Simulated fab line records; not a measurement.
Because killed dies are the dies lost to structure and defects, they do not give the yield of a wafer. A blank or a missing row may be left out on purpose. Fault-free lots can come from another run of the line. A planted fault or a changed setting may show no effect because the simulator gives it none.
Comparing a struck lot with a sound one | flow rit-cmos | 16 steps out of a route of 202
Sound: the wafers L557.3, L557.4, L557.5. Struck: wafers L568.2, L568.4, L568.5. At the end, the cause is stated.
At each step with rows: each side's tool, then ch and its chambers, then its first start. Under that, the readings that differ: sound wafers | struck wafers | difference of the means | sigmas: that difference in standard deviations of wafers without a fault.
alike: words and numbers the same on both sides, and readings whose means are apart by under 2 such deviations; not compared: readings that were withheld, readings missing a value for some wafer, numbers with overlapping values and no deviation given by the record, and bounds like >300 which may hide the same value.
Wherever a step has rows on one side only, a row that says differs or no value, or a row with sigmas, the two part there. When numbers do not overlap yet have no deviation, they are printed without sigmas and do not part them. Lack of a reading on every wafer of one side parts them only where that side has two or more wafers.

first, 4 steps without rows for these wafers: RIT_PLDD_SOFTBAKE_02 (time 60 s); RIT_PLDD_EXPOSE_03 (exposes mask M8, target cd 40900 nm); RIT_PLDD_PEB_04; RIT_PLDD_DEVELOP_05 (develop time 50 s).
RIT_PLDD_OVL_MEAS_06:
  sound: overlay-01 at day 6 01:31; struck: overlay-02 at day 7 09:27
  alike: PLDD_OVL
then, 2 steps without rows for these wafers: RIT_PLDD_HARDBAKE_07 (time 60 s); RIT_PLDD_IMPLANT_08.
RIT_PLDD_STRIP_09: strips in O2, time 180 s.
  sound on plasma-asher-03 ch 0,1, day 6 01:54; struck on plasma-asher-01 ch 0,1, day 7 09:52
  alike: drypump-motor-current-A
  not compared: rf-hours-counter-h
RIT_PLDD_TW_MEAS_10:
  sound: film-metro-01 at day 6 02:02; struck: film-metro-01 at day 7 10:04
  alike: PLDD_TW
then, 3 steps without rows for these wafers: RIT_SPACER_CLEAN_00 (cleans in SC1, time 600 s); RIT_SPACER_CLEAN_01 (cleans in dHF, time 30 s); RIT_SPACER_CLEAN_02 (cleans in SC2, time 600 s).
RIT_SPACER_CVD_03: deposits Si3N4 from SiH2Cl2/NH3, target thk 250 nm, time 3300 s.
  sound on lpcvd-01 ch 0, day 6 02:27; struck on lpcvd-01 ch 0, day 7 11:43
  reading                                  | sound             | struck            | difference | sigmas
  spike-tc-centre-C (C)                    | 814.3 814.0 813.2 | 832.8 834.1 834.1 | +19.8      | +17
  spike-tc-load-C (C)                      | 835.3 837.3 836.7 | 856.9 858.0 858.4 | +21.3      | +15
  spike-tc-source-C (C)                    | 832.4 833.4 832.0 | 853.6 854.0 852.7 | +20.8      | +9
  model.Si3N4_of_SPACER_CVD_03.thk-nm (nm) | 254.2 253 253.7   | 353.8 355.2 355.7 | +101.3     |
  alike: zone-power-centre-pct, zone-power-load-pct
RIT_SPACER_THK_MEAS_04:
  sound: film-metro-04 at day 6 04:23; struck: film-metro-03 at day 7 13:38
  reading                 | sound             | struck            | difference | sigmas
  SPACER_NITRIDE_THK (nm) | 254.1 253.1 253.8 | 353.8 355.2 355.7 | +101.2     | +42
RIT_SPACER_ETCHBACK_05: etches Si3N4 in SF6/CHF3, stops on SiO2, target depth 250 nm, time 240 s.
  sound on rie-diel-01 ch 0,2, day 6 04:25; struck on rie-diel-02 ch 0,2, day 7 13:41
  reading                                  | sound             | struck            | difference | sigmas
  oes-product-au (a.u.)                    | 0.858 0.837 0.855 | 1.009 0.967 0.994 | +0.140     | +11
  model.Si3N4_of_SPACER_CVD_03.thk-nm (nm) | 198.5 197.2 198.4 | 277.6 279.9 279.1 | +80.8      |
  model.etch.depth-nm (nm)                 | 254.2 253 253.7   | 311.3 306.4 311.4 | +56.1      |
  alike: SF6_flow_sccm, drypump-motor-current-A, rf-fwd-power-W, throttle-valve-pct
  not compared: rf-hours-counter-h
RIT_M1_PROBE_99:
  sound: prober-01 at day 6 16:02; struck: prober-02 at day 8 00:53
  reading             | sound   | struck      | difference | sigmas
  killed-at-front-end | 12 13 8 | 264 264 263 | +253       | +82
  killed-dies         | 12 13 9 | 264 264 264 | +253       | +79
  killed-on-rim       | 2 6 3   | 70 70 70    | +66        | +44
  alike: killed-at-contacts, killed-open, killed-short

== WHERE THEY PART ==
Last at RIT_M1_PROBE_99 as far as this record goes, first at RIT_SPACER_CVD_03.

WHY: whatever the simulator had introduced
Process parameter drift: lpcvd-01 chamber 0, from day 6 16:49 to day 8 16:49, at RIT_SPACER_CVD_03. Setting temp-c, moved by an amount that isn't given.
